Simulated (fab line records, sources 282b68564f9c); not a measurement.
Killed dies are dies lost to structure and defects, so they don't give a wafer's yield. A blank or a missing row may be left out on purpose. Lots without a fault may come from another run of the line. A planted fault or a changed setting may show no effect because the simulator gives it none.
Which tool did it? | flow rit_cmos | 14 lots, 42 wafers sampled, at 2 steps of a route of 202

WHAT THE GAUGES READ, wafer by wafer
The record holds no reading of a measuring or inspecting step that can be judged against a usual standard deviation.

WHICH TOOL RAN EACH LOT (tool, then ch and the chambers of the sampled wafers, then the start)
lot  | RIT_CONTACT_CVD_00             | RIT_M1_PROBE_99
L294 | pecvd-01 ch 0,1,2, day 3 11:46 | prober-02, day 3 18:29
L295 | pecvd-03 ch 1,2, day 3 14:30   | prober-01, day 3 21:44
L297 | pecvd-03 ch 0,1,2, day 3 23:10 | prober-01, day 4 06:16
L298 | pecvd-04 ch 0,2, day 4 04:23   | -
L299 | pecvd-01 ch 0,1,2, day 4 11:11 | -
L308 | pecvd-01 ch 0,2, day 6 06:08   | prober-02, day 6 12:32
L309 | pecvd-03 ch 0,1,2, day 6 09:38 | prober-01, day 6 16:15
L310 | pecvd-04 ch 0,1,2, day 6 16:06 | prober-02, day 6 22:38
L311 | pecvd-01 ch 0,1, day 6 20:17   | prober-01, day 7 02:38
L312 | pecvd-03 ch 0,1, day 7 00:40   | prober-02, day 7 07:18
L313 | pecvd-04 ch 0,1,2, day 7 06:17 | prober-01, day 7 12:34
L314 | pecvd-01 ch 0,2, day 7 12:22   | prober-02, day 7 18:50
L315 | pecvd-03 ch 1,2, day 7 16:11   | prober-01, day 7 22:34
L316 | pecvd-04 ch 1,2, day 7 21:08   | prober-02, day 8 03:36
- RIT_CONTACT_CVD_00: deposits SiO2 from TEOS, target thk 400 nm, time 61 s.
- RIT_M1_PROBE_99

WHAT THE TOOLS THEMSELVES READ (means of the sampled wafers that have a number; where no wafer has one, the mark that the record gives instead)
RIT_CONTACT_CVD_00. Usual: heater_power_w 321 W, standard deviation 55; rf_fwd_power_W 397.2 W, standard deviation 1.4.
lot  | tool     | heater_power_w (W) | rf_fwd_power_W (W) | flag
L294 | pecvd-01 | 304                | 397.4              |
L295 | pecvd-03 | 279                | 397.7              |
L297 | pecvd-03 | 310                | 396.5              |
L298 | pecvd-04 | -                  | -                  | OFF
L299 | pecvd-01 | -                  | -                  | OFF
L308 | pecvd-01 | 317                | 398.2              |
L309 | pecvd-03 | 295                | 397.1              |
L310 | pecvd-04 | 379                | 398.0              |
L311 | pecvd-01 | 318                | 396.5              |
L312 | pecvd-03 | 289                | 396.7              |
L313 | pecvd-04 | 382                | 396.3              |
L314 | pecvd-01 | 285                | 398.1              |
L315 | pecvd-03 | 321                | 398.1              |
L316 | pecvd-04 | 344                | 397.9              |

RIT_M1_PROBE_99. Usual: defect_limited_yield 97.4 %, standard deviation 1.1; killed_at_contacts 0.0, standard deviation 0.22; killed_at_front_end 6.9, standard deviation 3; killed_dies 6.9, standard deviation 3; killed_open 3.5, standard deviation 2; killed_short 3.4, standard deviation 2.1; sort_bin_3_pad_short 0.1 %, standard deviation 0.23; sort_bin_5_function 1.5 %, standard deviation 0.85; sort_bin_6_memory 1.0 %, standard deviation 0.59; sort_n_pass 257.1, standard deviation 3; sort_yield_pct 97.4 %, standard deviation 1.1.
lot  | tool      | defect_limited_yield (%) | killed_at_contacts | killed_at_front_end | killed_dies | killed_open | killed_short | sort_bin_3_pad_short (%) | sort_bin_5_function (%) | sort_bin_6_memory (%) | sort_n_pass | sort_yield_pct (%) | flag
L294 | prober-02 | 95.7                     | 0.3                | 11.0                | 11.3        | 7.0         | 3.7          | 0.0                      | 2.7                     | 1.6                   | 252.7       | 95.7               |
L295 | prober-01 | 97.0                     | 0.3                | 7.7                 | 8.0         | 3.0         | 5.0          | 0.1                      | 2.2                     | 0.8                   | 256.0       | 97.0               |
L297 | prober-01 | 97.5                     | 0.0                | 6.7                 | 6.7         | 2.3         | 4.3          | 0.0                      | 1.4                     | 1.2                   | 257.3       | 97.5               |
L308 | prober-02 | 98.2                     | 0.0                | 4.7                 | 4.7         | 2.3         | 2.3          | 0.0                      | 1.0                     | 0.8                   | 259.3       | 98.2               |
L309 | prober-01 | 97.4                     | 0.0                | 7.0                 | 7.0         | 2.7         | 4.3          | 0.3                      | 1.8                     | 0.6                   | 257.0       | 97.4               |
L310 | prober-02 | 96.8                     | 0.0                | 8.3                 | 8.3         | 2.0         | 6.3          | 0.1                      | 2.2                     | 0.9                   | 255.7       | 96.8               |
L311 | prober-01 | 97.6                     | 0.0                | 6.3                 | 6.3         | 2.7         | 3.3          | 0.0                      | 1.2                     | 1.1                   | 257.7       | 97.6               |
L312 | prober-02 | 97.6                     | 0.0                | 6.3                 | 6.3         | 3.3         | 3.0          | 0.1                      | 1.5                     | 0.8                   | 257.7       | 97.6               |
L313 | prober-01 | 97.6                     | 0.0                | 6.3                 | 6.3         | 2.7         | 3.7          | 0.1                      | 0.9                     | 1.4                   | 257.7       | 97.6               |
L314 | prober-02 | 97.4                     | 0.0                | 6.7                 | 6.7         | 3.7         | 3.0          | 0.1                      | 1.4                     | 1.0                   | 257.3       | 97.4               |
L315 | prober-01 | 97.8                     | 0.0                | 5.7                 | 5.7         | 1.0         | 4.7          | 0.0                      | 1.8                     | 0.4                   | 258.3       | 97.8               |
L316 | prober-02 | 98.8                     | 0.0                | 3.3                 | 3.3         | 2.0         | 1.3          | 0.0                      | 0.8                     | 0.5                   | 260.7       | 98.8               |

THE ANSWER, worked out from the rows above alone
Rule: a lot is off if the mean of its wafers that have a number lies more than 3 standard deviations from the usual mean. A lot without any number at a reading at which 4 lots or more have one is off too. The other lots that the step has rows for count as sound. The gauges are gone through in route order, then the tools' own readings, and for those a lot's mean is taken as printed above. The first step at which some lot is off is used, and at that step the reading that is off furthest; a lot without a number counts as furthest.
Off: L298, L299, at RIT_CONTACT_CVD_00 (heater_power_w). Without a number there: L298, L299.
A tool fits if, at that step or a process step before it, it ran every lot that is off, and no sound lot after the first of them. None of those tried fits.

WHAT THE SIMULATOR HAD PUT IN
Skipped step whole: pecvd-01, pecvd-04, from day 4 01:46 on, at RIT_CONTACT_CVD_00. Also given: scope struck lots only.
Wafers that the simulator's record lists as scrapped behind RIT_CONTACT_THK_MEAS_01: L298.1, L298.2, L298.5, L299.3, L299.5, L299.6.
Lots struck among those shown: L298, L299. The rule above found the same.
